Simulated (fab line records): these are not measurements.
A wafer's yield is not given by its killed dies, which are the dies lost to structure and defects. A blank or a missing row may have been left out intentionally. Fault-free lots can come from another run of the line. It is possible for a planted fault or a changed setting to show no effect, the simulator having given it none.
Check for tools in common | flow berkeley cmos170 | 42 wafers sampled across 14 lots

## WHY IT WAS OPENED
2 of 14 lots carry a flag on the reading CONTACT_PSG_THK at UCB170_CONTACT_THK_MEAS_02. No-fault wafers: 698 nm, standard deviation 6.3.
Rule: a lot is flagged in two cases, either no wafer of it has a number, or all its wafers with numbers fall more than 4 standard deviations from that mean. The rest of the lots are taken to be sound.

lot  | measured     | on            | CONTACT_PSG_THK (nm), wafer by wafer | flag
L341 | day 8 01:49  | film metro-04 | 688 689 687                          |
L343 | day 8 02:17  | film metro-01 | 697 695 692                          |
L342 | day 8 03:37  | film metro-02 | 691 692 695                          |
L345 | day 9 05:50  | film metro-01 | 697 691 690                          |
L346 | day 9 07:37  | film metro-01 | 701 705 706                          |
L348 | day 9 07:37  | film metro-02 | 696 689 688                          |
L350 | day 9 17:43  | film metro-04 | 699 693 697                          |
L352 | day 10 03:01 | film metro-01 | 704 703 705                          |
L353 | day 10 04:48 | film metro-04 | 702 705 702                          |
L356 | day 10 19:03 | film metro-02 | 703 711 704                          |
L355 | day 10 23:15 | film metro-02 | 630 624 629                          | FLAGGED
L358 | day 10 23:37 | film metro-04 | 690 690 687                          |
L357 | day 10 23:38 | film metro-01 | 689 692 694                          |
L359 | day 11 01:02 | film metro-01 | 615 614 617                          | FLAGGED
Average over the flagged lots: 622 nm; offset from the usual -76 nm, equal to -12 standard deviations.

## WHICH TOOL RAN EACH LOT
The record keeps 1 process step preceding the reading, out of 331 steps on the route. Cell contents, in order: the tool; ch with the chambers the sampled wafers went through; the start.
lot  | flag    | UCB170_CONTACT_CVD_01
L341 |         | lpcvd-02 ch 0, day 8 00:02
L343 |         | lpcvd-01 ch 0, day 8 00:29
L342 |         | lpcvd-02 ch 1, day 8 01:49
L345 |         | lpcvd-02 ch 0, day 9 04:02
L346 |         | lpcvd-02 ch 0, day 9 05:50
L348 |         | lpcvd-02 ch 0, day 9 05:50
L350 |         | lpcvd-02 ch 0, day 9 15:56
L352 |         | lpcvd-01 ch 0, day 10 01:14
L353 |         | lpcvd-01 ch 1, day 10 03:01
L356 |         | lpcvd-02 ch 1, day 10 17:15
L355 | FLAGGED | lpcvd-02 ch 1, day 10 21:28
L358 |         | lpcvd-01 ch 0, day 10 21:49
L357 |         | lpcvd-01 ch 1, day 10 21:49
L359 | FLAGGED | lpcvd-02 ch 1, day 10 23:15
What these steps do:
- UCB170_CONTACT_CVD_01: deposits PSG from SiH4/O2/PH3, target thk 700 nm, time 2820 s.
- UCB170_CONTACT_THK_MEAS_02

## FLAGGED AGAINST TOTAL, ONE TOOL AT A TIME (gauges that did the reading follow at the end)
step                       | tool          | lots run | flagged | share of the flagged lots | sound lots run after its first flagged lot
UCB170_CONTACT_CVD_01      | lpcvd-01      | 5        | 0       | none                      | -
UCB170_CONTACT_CVD_01      | lpcvd-02      | 9        | 2       | all                       | 0
UCB170_CONTACT_THK_MEAS_02 | film metro-01 | 6        | 1       | some                      | 0
UCB170_CONTACT_THK_MEAS_02 | film metro-02 | 4        | 1       | some                      | 0
UCB170_CONTACT_THK_MEAS_02 | film metro-04 | 4        | 0       | none                      | -

## WHAT THE TABLE ALLOWS
Rows of the table that ran each flagged lot: 1, that is lpcvd-02 at UCB170_CONTACT_CVD_01.
- lpcvd-02 at UCB170_CONTACT_CVD_01: 2 of its 9 lots flagged. Its last sound lot is L356 (day 10 17:15), its first flagged lot L355 (day 10 21:28): a fault that began between those two fits.
What remains is a single tool, lpcvd-02 at UCB170_CONTACT_CVD_01.

## WHAT HAD BEEN PUT IN BY THE SIMULATOR
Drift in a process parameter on lpcvd-02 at UCB170_CONTACT_CVD_01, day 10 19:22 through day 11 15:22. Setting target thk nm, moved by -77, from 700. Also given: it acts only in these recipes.
Shown lots that were struck: L355, L359. This agrees with what the rule above found.
